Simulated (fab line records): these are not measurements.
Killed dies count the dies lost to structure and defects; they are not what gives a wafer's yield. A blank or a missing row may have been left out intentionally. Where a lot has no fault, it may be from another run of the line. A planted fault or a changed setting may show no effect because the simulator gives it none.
fab line records	flow rit-cmos
[record] lots = 14	wafers = 42	last-day = 7
route steps=202 shown SILICIDE@167 M1@202
lots that met no fault: taken from a fault-free run of the same line
start-h: the number of hours between the record's first day and the start of the first shown wafer of the lot	wait-h: time in hours since the lot's previous step	" repeats the value in the row above	L1.1+2: several wafers, shown together as one row	- no value present, or no start provided	* or withheld: withheld	< > ~ a bound
route shown NAME@n: NAME is a module with steps in the file, n the number in the route of the first one	usual: mean and standard deviation over wafers with no fault	same: alike in all rows	chamber/n: place in a boat	sites: the reading at each site	_std_site: the standard deviation of these	_edge_site: the outer-site mean with the inner-site mean subtracted	radius-mm: for every site, how far away it sits from the centre of the wafer	mask NAME#n: copy n	behind: the last tool/chamber to shape the wafer	hold: why the lot was held/for how many hours/how that ended	device: whichever transistor did not switch (one of n, p or np)	end of line: the tests these same wafers got at the end of their route	for a step that has no rows: nothing shown but its recipe	killed: count of dies lost to structure and defects at first sort (not the wafer's yield)	map: the dies of a wafer, with x for killed, . for not killed, _ for no die there
set.NAME: the setting as run; set.NAME@STEP: as run at that earlier step	model.NAME: the simulator's own value behind a step, which no gauge read
one table for each step of the route and one row for each wafer, over a sample of lots
[[steps]]
[step RIT_SILICIDE_RTA_06]
[recipe] temp-c = 750	time-s = 10	idle-temp-c = 25	ramp-up-s = 5	ramp-down-s = 10	cool-to-c = 25	ambient = N2
[usual] wafer_temp_C_max = 755.1/1.4
lot.wafer	tool	chamber	start-h	wait-h	wafer_temp_C_max
L132.2	rtp-anneal-01	0	53.71	0.0	756.5
L132.3	"	0	"	"	756.4
L132.5	"	0	"	"	759.1
L133.4	rtp-anneal-02	0	60.00	0.0	753.9
L133.5	"	0	"	"	753.6
L133.6	"	0	"	"	753.6
L134.2	rtp-anneal-02	0	65.97	0.0	755.0
L134.5	"	0	"	"	756.3
L134.6	"	0	"	"	755.4
L135.1	rtp-anneal-02	0	66.39	0.0	754.8
L135.4	"	0	"	"	753.4
L135.5	"	0	"	"	754.6
L137.3	rtp-anneal-02	0	80.11	0.0	754.1
L137.5	"	0	"	"	753.4
L137.6	"	0	"	"	753.2
L138.2	rtp-anneal-01	0	82.04	0.0	756.9
L138.4	"	0	"	"	756.6
L138.6	"	0	"	"	757.5
L139.1	rtp-anneal-02	0	85.82	0.0	754.8
L139.3	"	0	"	"	753.2
L139.6	"	0	"	"	753.8
L142.1	rtp-anneal-01	0	101.82	0.0	755.9
L142.3	"	0	"	"	756.7
L142.4	"	0	"	"	755.9
L146.1	rtp-anneal-01	0	121.87	0.0	764.5
L146.3	"	0	"	"	762.7
L146.4	"	0	"	"	763.2
L148.2	rtp-anneal-01	0	132.19	0.0	762.9
L148.5	"	0	"	"	762.1
L148.6	"	0	"	"	761.9
L149.1	rtp-anneal-02	0	136.07	0.0	755.0
L149.5	"	0	"	"	754.2
L149.6	"	0	"	"	754.2
L151.2	rtp-anneal-02	0	148.14	0.0	755.2
L151.3	"	0	"	"	754.7
L151.6	"	0	"	"	754.6
L153.1	rtp-anneal-02	0	157.07	0.0	754.0
L153.2	"	0	"	"	755.0
L153.4	"	0	"	"	754.2
L155.3	rtp-anneal-02	0	166.68	0.0	753.3
L155.5	"	0	"	"	753.7
L155.6	"	0	"	"	754.6
[step RIT_M1_PROBE_99]
[usual] killed-at-front-end = 7/3.1	killed-dies = 7/3.1	killed-open = 3.5/2.2	killed-short = 3.3/1.9
[same] gross-dies = 264	killed_at_M0_to_M3 = 0	killed_at_M4_up = 0	killed-at-back-side = 0	killed-at-contacts = 0	killed-at-other = 0
lot.wafer	tool	chamber	start-h	wait-h	killed-at-front-end	killed-dies	killed-open	killed-short
L139.1	prober-02	-	93.58	0.1	8	8	2	6
L139.3	prober-02	-	93.68	0.2	4	4	1	3
L139.6	prober-02	-	93.83	0.2	5	5	1	4
// killed by level:class
L139.1 FOX1:geometric-particle:short=3 REOX:geometric-particle:open=2 REOX:geometric-particle:short=2 GATE:geometric-particle:short=1
L139.3 GATE:geometric-particle:short=2 SPACER:geometric-particle:open=1 SILICIDE:geometric-particle:short=1
L139.6 GATE:geometric-particle:short=2 REOX:geometric-particle:short=2 REOX:geometric-particle:open=1
[[key]]
[first-sign] step = RIT_SILICIDE_RTA_06	reading = wafer_temp_C_max	direction = up	sigmas = 5.5	usual = *	struck = *
effect none on later readings
met-at RIT_SILICIDE_RTA_06
struck-lots L146,L148
tester-left-out L146,L148
onset-between 101.82 121.87
[fault] kind = process-parameter-drift	tool = rtp-anneal-01	chamber = -	onset-h = 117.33	steps = RIT_SILICIDE_RTA_06	channel = temp-c	offset = *	shape = step	end-h = 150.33	acts-in = *	stated = *
// tester-left-out: of these lots the tester's yield and bins aren't shown, on N5 and GAA mostly nor the transistor test; their killed dies are dies lost to structure and defects alone, not to doping, threshold or leakage, so they don't give the yield
